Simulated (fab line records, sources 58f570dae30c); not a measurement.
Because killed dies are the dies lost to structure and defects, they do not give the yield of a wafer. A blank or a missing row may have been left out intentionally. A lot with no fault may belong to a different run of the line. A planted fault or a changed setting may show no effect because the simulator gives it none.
Split-lot study    flow berkeley-cmos170    23 wafers read from 5 lots, route of 331 steps

## THE SPLIT ITSELF
At UCB170_V2_CMP_02 (polishes SiO2), the setting leave-above-ref-nm was moved away from the recipe's 1000 nm on 8 of the 23 wafers read, by -2.3% to +6.9%. All remaining wafers had this setting at the recipe value.

The file shows no step between the split and the reading.

## THE READING
V2_POLISHED_THK at UCB170_V2_THK_MEAS_04, in nm. A value of 1000.4 nm with a standard deviation of 1.3 nm is what fault-free wafers of this fab line usually give.

wafer   tool, chamber at the split  leave-above-ref-nm as run, nm  against the recipe  V2_POLISHED_THK, nm  against lot-mates on the recipe
L077.1  cmp-02, 2                   1000                           recipe              999.4                -
L077.3  cmp-02, 1                   1069                           +6.9%               1067.8               +66.8
L077.4  cmp-02, 0                   1000                           recipe              1002.5               -
L077.5  cmp-02, 0                   1069                           +6.9%               1070.2               +69.2
L077.6  cmp-02, 1                   1069                           +6.9%               1069.2               +68.2
L079.1  cmp-02, 2,3                 1045                           +4.5%               1044.3               +43.3
L079.3  cmp-02, 3                   1045                           +4.5%               1045.3               +44.3
L079.4  cmp-02, 0,2                 1000                           recipe              1000.7               -
L079.5  cmp-02, 0,2                 1000                           recipe              1001.2               -
L079.6  cmp-02, 2,3                 1045                           +4.5%               1045.8               +44.8
L080.1  cmp-02, 1                   1000                           recipe              1000.2               -
L080.3  cmp-02, 3                   1000                           recipe              999.5                -
L080.6  cmp-02, 0                   1000                           recipe              1002.5               -
L084.1  cmp-02, 3                   1000                           recipe              1000.1               -
L084.2  cmp-02, 0                   1000                           recipe              1003.0               -
L084.3  cmp-02, 2                   1000                           recipe              999.8                -
L084.5  cmp-02, 2                   1000                           recipe              999.8                -
L084.6  cmp-02, 1                   1000                           recipe              999.1                -
L085.1  cmp-01, 1                   977                            -2.3%               977.6                -22.1
L085.2  cmp-01, 0                   1000                           recipe              999.7                -
L085.4  cmp-01, 2                   1000                           recipe              999.3                -
L085.5  cmp-01, 1                   977                            -2.3%               979.3                -20.4
L085.6  cmp-01, 0                   1000                           recipe              1000.2               -
If several chambers appear in one row, that row covers several wafers at once and the file leaves open which wafer was in which chamber.

FIT RESULTS
A straight line over all 23 wafers: V2_POLISHED_THK changes by +9.9 nm for each +1% of leave-above-ref-nm; r = +1.00; the points scatter about the line by 1.2 nm.
The same after taking each lot's own level away (the mean of its wafers on the recipe; 23 wafers): +9.8 nm for each +1%; r = +1.00; scatter 1.2 nm.
Per that fit: largest leave-above-ref-nm move, reading shift of 68 nm.
The span of the lots' own levels, 999.73 to 1000.95 nm, comes to 0.9 times the standard deviation stated above.
Consequently the slope shifts little with the lot-to-lot level, the two slopes agreeing.
Check: for one of the wafers moved furthest among these (+6.9%), held out of the fit, the line's prediction against its lot-mates is +68.1 nm. Against them it came out at +66.8 nm.

## THESE WAFERS: OTHER SPLITS
Other splits were also applied to these wafers ahead of the reading. Each is held against what the fit with the lots' levels taken away leaves over:
other split on the same wafers     wafers away from the commonest value  r with V2_POLISHED_THK (lot level and that fit taken away)
UCB170_BACKSIDE_COAT_01 spin-rpm   8                                     -0.15
UCB170_SILICIDE_SPUTTER_01 time-s  10                                    +0.03
UCB170_V1_ETCH_14 rf-w             12                                    -0.09
UCB170_M2_COAT_10 spin-rpm         7                                     -0.12

## THE WHOLE CHAIN: every reading that the file lists as answering this split, in the file's order
step                   what it does                                                               reading                                                                    change (the file's fit)              r (the file's)
UCB170_V2_CMP_02       polishes SiO2                                                              SiO2_of_V2_CVD_00.thk-nm (the simulator's own value, which no gauge read)  +9.9 nm for each +1% of the setting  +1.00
UCB170_V2_THK_MEAS_04                                                                             V2_POLISHED_THK                                                            +9.81 for each +1% of the setting    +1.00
UCB170_V2_ETCH_14      etches SiO2 in CHF3/CF4/Ar, stops on Al, target depth 1250 nm, time 291 s  V2.feature-depth-nm (the simulator's own value, which no gauge read)       +10 nm for each +1% of the setting   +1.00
UCB170_V2_ETCH_14      etches SiO2 in CHF3/CF4/Ar, stops on Al, target depth 1250 nm, time 291 s  etch.depth-nm (the simulator's own value, which no gauge read)             +9.9 nm for each +1% of the setting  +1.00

## THE FILE'S OWN FIT
V2_POLISHED_THK changes by +9.81 nm for each +1% of leave-above-ref-nm, r = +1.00.
